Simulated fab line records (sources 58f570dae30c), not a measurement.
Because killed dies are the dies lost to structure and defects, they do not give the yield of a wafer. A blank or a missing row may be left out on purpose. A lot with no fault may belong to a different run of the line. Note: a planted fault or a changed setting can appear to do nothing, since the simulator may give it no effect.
Which tool was responsible? / flow berkeley cmos170 / 21 wafers from 7 lots sampled at 2 of the route's 331 steps

WHAT THE GAUGES READ, wafer by wafer
UCB170_V1_CD_MEAS_12: target cd 700 nm.
lot=L148; measured=day 7 12:31; on=cd sem-02; cd nm (nm)=699.2 699.4 699.5
lot=L149; measured=day 8 01:25; on=cd sem-02; cd nm (nm)=698.3 698.8 699.2
lot=L151; measured=day 8 11:41; on=cd sem-01; cd nm (nm)=699.0 700.0 699.3
lot=L158; measured=day 9 21:36; on=cd sem-01; cd nm (nm)=697.4 697.4 697.8
lot=L161; measured=day 10 20:11; on=cd sem-02; cd nm (nm)=709.7 709.8 710.3
lot=L166; measured=day 11 14:02; on=cd sem-02; cd nm (nm)=699.3 698.7 697.7
lot=L168; measured=day 12 05:22; on=cd sem-02; cd nm (nm)=700.0 700.4 700.2

WHICH TOOL RAN EACH LOT (tool, then ch and the chambers of the sampled wafers, then the start)
lot=L148; UCB170_V1_PEB_10=litho track-04 ch 0, day 7 12:14
lot=L149; UCB170_V1_PEB_10=litho track-04 ch 0, day 8 01:08
lot=L151; UCB170_V1_PEB_10=litho track-01 ch 0, day 8 11:25
lot=L158; UCB170_V1_PEB_10=litho track-02 ch 0, day 9 21:19
lot=L161; UCB170_V1_PEB_10=litho track-02 ch 0, day 10 19:55
lot=L166; UCB170_V1_PEB_10=litho track-01 ch 0, day 11 13:46
lot=L168; UCB170_V1_PEB_10=litho track-04 ch 0, day 12 05:07
- UCB170_V1_PEB_10

THE ANSWER, worked out from the rows above alone
Rule: the lots themselves supply what counts as usual. Put in order of their means at a reading, lots are off if they are a third of the lots or fewer, leave a main group of 4 or more, and stand apart from it by a gap of 3 or more times the standard deviation of the main group's means; of several such gaps the widest counts. A main group is skipped when, at the precision printed for the reading in the tables above, its means are all equal. A lot without any number at a reading at which 4 lots or more have one is off too. Any other lot the step has rows for is counted as sound.
Off, at UCB170_V1_CD_MEAS_12 on cd nm: L161. Main group: mean 699.0 nm, sd 0.83.
A tool fits if, at a process step before that reading, it ran every lot that is off, and no sound lot after the first of them. Gauges at UCB170_V1_CD_MEAS_12: tried the same way as those tools. One fits: litho track-02 at UCB170_V1_PEB_10. A fault onset in the window from L158 (day 9 21:19, its last sound lot) to L161 (day 10 19:55, its first lot off) fits.

WHAT THE SIMULATOR HAD PUT IN
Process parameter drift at UCB170_V1_PEB_10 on litho track-02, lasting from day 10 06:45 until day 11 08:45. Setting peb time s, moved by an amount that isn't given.
Lots struck among those shown: L161. Same finding as the rule above.
